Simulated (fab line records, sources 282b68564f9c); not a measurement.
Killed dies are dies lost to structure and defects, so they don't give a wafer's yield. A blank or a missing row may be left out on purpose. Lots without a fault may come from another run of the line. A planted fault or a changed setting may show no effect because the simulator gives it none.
Chamber matching | flow rit_cmos | RIT_GATE_ETCH_19 on rie_si-02: 4 sister chambers
The step etches poly-Si in SF6/CHF3/O2, stops on SiO2, time 165 s, target depth 312.5 nm. 4 wafers are shown with their chamber, then 9 later ones without.

WAFERS WITH THEIR CHAMBER
wafer  | chamber | throttle_valve_pct (%)
L536.2 | 0       | 10.21
L538.1 | 2       | 10.49
L538.3 | 1       | 9.96
L538.5 | 3       | 10.13

WAFERS WITHOUT THEIR CHAMBER
wafer  | throttle_valve_pct (%)
L540.1 | 10.21
L540.3 | 9.95
L540.6 | 9.96
L542.2 | 9.96
L542.3 | 10.49
L542.6 | 9.95
L550.1 | 10.13
L550.3 | 9.97
L550.6 | 10.22

WHICH CHAMBER EACH WENT THROUGH
wafer  | from the rows above | in truth
L540.1 | 0                   | 0
L540.3 | 1                   | 1
L540.6 | 1                   | 1
L542.2 | 1                   | 1
L542.3 | 2                   | 2
L542.6 | 1                   | 1
L550.1 | 3                   | 3
L550.3 | 1                   | 1
L550.6 | 0                   | 0
Placed correctly: 9 of 9. Can't be placed from these rows: 0. Placed wrongly: 0.
How it was worked out, from the rows above alone: a wafer's distance from a chamber is the root of the sum, over the readings, of the square of ((its reading less the chamber's mean) divided by the reading's scatter). The wafer belongs to the nearest chamber; if the next one is less than 2 further off, it can't be placed. A chamber's mean is the mean of its shown wafers. The scatter: with one shown wafer a chamber, the root of the mean of the squares of how far each hidden wafer lies from its nearest shown one.
